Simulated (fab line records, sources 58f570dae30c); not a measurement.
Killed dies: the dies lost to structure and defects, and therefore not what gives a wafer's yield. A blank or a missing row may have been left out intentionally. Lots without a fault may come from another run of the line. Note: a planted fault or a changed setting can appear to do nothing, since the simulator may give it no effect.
Which of the tools did it? || flow berkeleyCmos170 || 39 wafers from 13 lots sampled at 4 of the route's 331 steps

## WHAT THE GAUGES SHOWED, per wafer
UCB170_V2_THK_MEAS_04. Usual: V2_POLISHED_THK gives 999.4 nm (standard deviation 1.3).
{"lot": "L903", "measured": "day 7 13:01", "on": "filmMetro-02", "V2_POLISHED_THK (nm)": "1002.3 999.4 999.7", "flag": ""}
{"lot": "L905", "measured": "day 8 05:35", "on": "filmMetro-02", "V2_POLISHED_THK (nm)": "998.6 1000.5 997.4", "flag": ""}
{"lot": "L904", "measured": "day 8 05:58", "on": "filmMetro-04", "V2_POLISHED_THK (nm)": "1001.1 998.9 998.5", "flag": ""}
{"lot": "L906", "measured": "day 8 14:11", "on": "filmMetro-02", "V2_POLISHED_THK (nm)": "999.3 1001.4 1000.2", "flag": ""}
{"lot": "L909", "measured": "day 9 02:05", "on": "filmMetro-04", "V2_POLISHED_THK (nm)": "999.4 998.6 1000.0", "flag": ""}
{"lot": "L911", "measured": "day 9 08:19", "on": "filmMetro-04", "V2_POLISHED_THK (nm)": "998.6 998.8 1000.1", "flag": ""}
{"lot": "L910", "measured": "day 9 02:38", "on": "filmMetro-02", "V2_POLISHED_THK (nm)": "1000.7 1000.1 1000.1", "flag": ""}
{"lot": "L914", "measured": "day 10 03:57", "on": "filmMetro-04", "V2_POLISHED_THK (nm)": "998.7 1000.1 1000.1", "flag": ""}
{"lot": "L913", "measured": "day 10 03:38", "on": "filmMetro-02", "V2_POLISHED_THK (nm)": "999.7 999.7 1000.5", "flag": ""}
{"lot": "L919", "measured": "day 11 11:05", "on": "filmMetro-04", "V2_POLISHED_THK (nm)": "1001.3 1003.3 1002.6", "flag": ""}
{"lot": "L920", "measured": "day 11 10:59", "on": "filmMetro-02", "V2_POLISHED_THK (nm)": "998.9 998.9 999.4", "flag": ""}
{"lot": "L921", "measured": "day 11 11:32", "on": "filmMetro-04", "V2_POLISHED_THK (nm)": "1001.2 998.8 1000.0", "flag": ""}
{"lot": "L923", "measured": "day 11 23:33", "on": "filmMetro-02", "V2_POLISHED_THK (nm)": "1001.1 998.5 1000.3", "flag": ""}

## TOOL THAT RAN EACH LOT (tool first, then ch and the chambers of the sampled wafers, then the start)
{"lot": "L903", "UCB170_SILICIDE_SPUTTER_01": "pvdSputter-02, day 6 19:55", "UCB170_SILICIDE_RTA_04": "rtpAnneal-02 ch 0, day 6 20:08", "UCB170_CONTACT_ETCH_17": "rieDiel-02 ch 1,2,3, day 7 00:05"}
{"lot": "L905", "UCB170_SILICIDE_SPUTTER_01": "pvdSputter-04, day 7 08:00", "UCB170_SILICIDE_RTA_04": "rtpAnneal-02 ch 0, day 7 08:13", "UCB170_CONTACT_ETCH_17": "rieDiel-04 ch 0,1,3, day 7 16:00"}
{"lot": "L904", "UCB170_SILICIDE_SPUTTER_01": "pvdSputter-01, day 7 08:10", "UCB170_SILICIDE_RTA_04": "rtpAnneal-01 ch 0, day 7 08:23", "UCB170_CONTACT_ETCH_17": "rieDiel-02 ch 0,2,3, day 7 16:32"}
{"lot": "L906", "UCB170_SILICIDE_SPUTTER_01": "pvdSputter-01, day 7 19:31", "UCB170_SILICIDE_RTA_04": "rtpAnneal-02 ch 0, day 7 19:43", "UCB170_CONTACT_ETCH_17": "rieDiel-04 ch 0,1, day 8 00:16"}
{"lot": "L909", "UCB170_SILICIDE_SPUTTER_01": "pvdSputter-02, day 8 10:10", "UCB170_SILICIDE_RTA_04": "rtpAnneal-02 ch 0, day 8 10:24", "UCB170_CONTACT_ETCH_17": "rieDiel-04 ch 0,2,3, day 8 15:44"}
{"lot": "L911", "UCB170_SILICIDE_SPUTTER_01": "pvdSputter-01, day 8 10:14", "UCB170_SILICIDE_RTA_04": "rtpAnneal-01 ch 0, day 8 10:26", "UCB170_CONTACT_ETCH_17": "rieDiel-04 ch 2,3, day 8 16:16"}
{"lot": "L910", "UCB170_SILICIDE_SPUTTER_01": "pvdSputter-04, day 8 10:50", "UCB170_SILICIDE_RTA_04": "rtpAnneal-02 ch 0, day 8 11:02", "UCB170_CONTACT_ETCH_17": "rieDiel-02 ch 0,1,3, day 8 16:09"}
{"lot": "L914", "UCB170_SILICIDE_SPUTTER_01": "pvdSputter-04, day 9 07:28", "UCB170_SILICIDE_RTA_04": "rtpAnneal-01 ch 0, day 9 07:45", "UCB170_CONTACT_ETCH_17": "rieDiel-04 ch 0,1,2, day 9 13:24"}
{"lot": "L913", "UCB170_SILICIDE_SPUTTER_01": "pvdSputter-01, day 9 07:57", "UCB170_SILICIDE_RTA_04": "rtpAnneal-02 ch 0, day 9 08:10", "UCB170_CONTACT_ETCH_17": "rieDiel-02 ch 0,2,3, day 9 13:07"}
{"lot": "L919", "UCB170_SILICIDE_SPUTTER_01": "pvdSputter-01, day 10 10:21", "UCB170_SILICIDE_RTA_04": "rtpAnneal-01 ch 0, day 10 10:34", "UCB170_CONTACT_ETCH_17": "rieDiel-01 ch 2,3, day 10 18:20"}
{"lot": "L920", "UCB170_SILICIDE_SPUTTER_01": "pvdSputter-01, day 10 10:50", "UCB170_SILICIDE_RTA_04": "rtpAnneal-01 ch 0, day 10 11:03", "UCB170_CONTACT_ETCH_17": "rieDiel-02 ch 0,3, day 10 18:53"}
{"lot": "L921", "UCB170_SILICIDE_SPUTTER_01": "pvdSputter-04, day 10 11:39", "UCB170_SILICIDE_RTA_04": "rtpAnneal-02 ch 0, day 10 11:52", "UCB170_CONTACT_ETCH_17": "rieDiel-02 ch 2,3, day 10 19:17"}
{"lot": "L923", "UCB170_SILICIDE_SPUTTER_01": "pvdSputter-04, day 11 03:13", "UCB170_SILICIDE_RTA_04": "rtpAnneal-01 ch 0, day 11 03:26", "UCB170_CONTACT_ETCH_17": "rieDiel-02 ch 0,2,3, day 11 09:40"}
- UCB170_SILICIDE_SPUTTER_01: material Ti, target thk 30 nm, time 25 s.
- UCB170_SILICIDE_RTA_04: time 15 s.
- UCB170_CONTACT_ETCH_17: etches BARC in N2/H2.

## AS READ BY THE TOOLS THEMSELVES (means over the sampled wafers that have a number; for cases with no such wafer, the mark the record gives instead)
UCB170_SILICIDE_SPUTTER_01. Usual: 30.0 % for throttleValvePct, sd 0.87.
{"lot": "L903", "tool": "pvdSputter-02", "throttleValvePct (%)": 29.9, "flag": ""}
{"lot": "L905", "tool": "pvdSputter-04", "throttleValvePct (%)": 29.8, "flag": ""}
{"lot": "L904", "tool": "pvdSputter-01", "throttleValvePct (%)": 30.5, "flag": ""}
{"lot": "L906", "tool": "pvdSputter-01", "throttleValvePct (%)": 30.4, "flag": ""}
{"lot": "L909", "tool": "pvdSputter-02", "throttleValvePct (%)": 29.6, "flag": ""}
{"lot": "L911", "tool": "pvdSputter-01", "throttleValvePct (%)": 30.6, "flag": ""}
{"lot": "L910", "tool": "pvdSputter-04", "throttleValvePct (%)": 30.1, "flag": ""}
{"lot": "L914", "tool": "pvdSputter-04", "throttleValvePct (%)": 30.1, "flag": ""}
{"lot": "L913", "tool": "pvdSputter-01", "throttleValvePct (%)": 30.7, "flag": ""}
{"lot": "L919", "tool": "pvdSputter-01", "throttleValvePct (%)": 30.5, "flag": ""}
{"lot": "L920", "tool": "pvdSputter-01", "throttleValvePct (%)": 30.6, "flag": ""}
{"lot": "L921", "tool": "pvdSputter-04", "throttleValvePct (%)": 29.9, "flag": ""}
{"lot": "L923", "tool": "pvdSputter-04", "throttleValvePct (%)": 30.2, "flag": ""}

UCB170_SILICIDE_RTA_04. Usual: lampPowerPct 10.22 %, standard deviation 0.057; wafer_temp_C_max 653.5, standard deviation 1.4.
{"lot": "L903", "tool": "rtpAnneal-02", "lampPowerPct (%)": 10.29, "wafer_temp_C_max": 651.9, "flag": ""}
{"lot": "L905", "tool": "rtpAnneal-02", "lampPowerPct (%)": 10.28, "wafer_temp_C_max": 652.2, "flag": ""}
{"lot": "L904", "tool": "rtpAnneal-01", "lampPowerPct (%)": 10.18, "wafer_temp_C_max": 655.2, "flag": ""}
{"lot": "L906", "tool": "rtpAnneal-02", "lampPowerPct (%)": 10.27, "wafer_temp_C_max": 652.2, "flag": ""}
{"lot": "L909", "tool": "rtpAnneal-02", "lampPowerPct (%)": 10.28, "wafer_temp_C_max": 652.3, "flag": ""}
{"lot": "L911", "tool": "rtpAnneal-01", "lampPowerPct (%)": 10.16, "wafer_temp_C_max": 655.3, "flag": ""}
{"lot": "L910", "tool": "rtpAnneal-02", "lampPowerPct (%)": 10.29, "wafer_temp_C_max": 652.2, "flag": ""}
{"lot": "L914", "tool": "rtpAnneal-01", "lampPowerPct (%)": 10.17, "wafer_temp_C_max": 653.9, "flag": ""}
{"lot": "L913", "tool": "rtpAnneal-02", "lampPowerPct (%)": 10.28, "wafer_temp_C_max": 651.7, "flag": ""}
{"lot": "L919", "tool": "rtpAnneal-01", "lampPowerPct (%)": 10.17, "wafer_temp_C_max": 654.5, "flag": ""}
{"lot": "L920", "tool": "rtpAnneal-01", "lampPowerPct (%)": 10.17, "wafer_temp_C_max": 654.5, "flag": ""}
{"lot": "L921", "tool": "rtpAnneal-02", "lampPowerPct (%)": 10.27, "wafer_temp_C_max": 652.0, "flag": ""}
{"lot": "L923", "tool": "rtpAnneal-01", "lampPowerPct (%)": 10.17, "wafer_temp_C_max": 654.0, "flag": ""}

UCB170_CONTACT_ETCH_17. Usual: drypumpMotorCurrentA 5.8 A, standard deviation 0.41; oesProductAu 0.997 a.u., standard deviation 0.014; throttleValvePct 13.31 %, standard deviation 0.15.
{"lot": "L903", "tool": "rieDiel-02", "drypumpMotorCurrentA (A)": 5.7, "oesProductAu (a.u.)": 1.008, "throttleValvePct (%)": 13.32, "flag": ""}
{"lot": "L905", "tool": "rieDiel-04", "drypumpMotorCurrentA (A)": 5.9, "oesProductAu (a.u.)": 0.997, "throttleValvePct (%)": 13.28, "flag": ""}
{"lot": "L904", "tool": "rieDiel-02", "drypumpMotorCurrentA (A)": 5.9, "oesProductAu (a.u.)": 1.006, "throttleValvePct (%)": 13.38, "flag": ""}
{"lot": "L906", "tool": "rieDiel-04", "drypumpMotorCurrentA (A)": 5.5, "oesProductAu (a.u.)": 0.997, "throttleValvePct (%)": 13.28, "flag": ""}
{"lot": "L909", "tool": "rieDiel-04", "drypumpMotorCurrentA (A)": 6.0, "oesProductAu (a.u.)": 1.001, "throttleValvePct (%)": 13.16, "flag": ""}
{"lot": "L911", "tool": "rieDiel-04", "drypumpMotorCurrentA (A)": 6.2, "oesProductAu (a.u.)": 0.991, "throttleValvePct (%)": 13.05, "flag": ""}
{"lot": "L910", "tool": "rieDiel-02", "drypumpMotorCurrentA (A)": 5.5, "oesProductAu (a.u.)": 1.002, "throttleValvePct (%)": 13.38, "flag": ""}
{"lot": "L914", "tool": "rieDiel-04", "drypumpMotorCurrentA (A)": 5.8, "oesProductAu (a.u.)": 1.003, "throttleValvePct (%)": 13.18, "flag": ""}
{"lot": "L913", "tool": "rieDiel-02", "drypumpMotorCurrentA (A)": 5.9, "oesProductAu (a.u.)": 0.989, "throttleValvePct (%)": 13.36, "flag": ""}
{"lot": "L919", "tool": "rieDiel-01", "drypumpMotorCurrentA (A)": 5.9, "oesProductAu (a.u.)": 0.974, "throttleValvePct (%)": 13.47, "flag": ""}
{"lot": "L920", "tool": "rieDiel-02", "drypumpMotorCurrentA (A)": 5.7, "oesProductAu (a.u.)": 0.998, "throttleValvePct (%)": 13.39, "flag": ""}
{"lot": "L921", "tool": "rieDiel-02", "drypumpMotorCurrentA (A)": 6.2, "oesProductAu (a.u.)": 0.987, "throttleValvePct (%)": 13.28, "flag": ""}
{"lot": "L923", "tool": "rieDiel-02", "drypumpMotorCurrentA (A)": 5.9, "oesProductAu (a.u.)": 0.985, "throttleValvePct (%)": 13.36, "flag": ""}

## THE ANSWER, worked out from the rows above alone
Rule: a lot counts as off when the mean over its wafers that have a number is more than 3 standard deviations away from the usual mean. A lot without any number at a reading at which 4 lots or more have one is off too. Any other lot the step has rows for is counted as sound. First the gauges in route order, then the tools' own readings, where a lot's mean is used as printed above. At the first step where some lot is off, the reading lying furthest off is the one used; lots without a number count as furthest.
Across all readings shown, no lot is off: no conclusion can be drawn from this.

## WHAT THE SIMULATOR HAD INSERTED
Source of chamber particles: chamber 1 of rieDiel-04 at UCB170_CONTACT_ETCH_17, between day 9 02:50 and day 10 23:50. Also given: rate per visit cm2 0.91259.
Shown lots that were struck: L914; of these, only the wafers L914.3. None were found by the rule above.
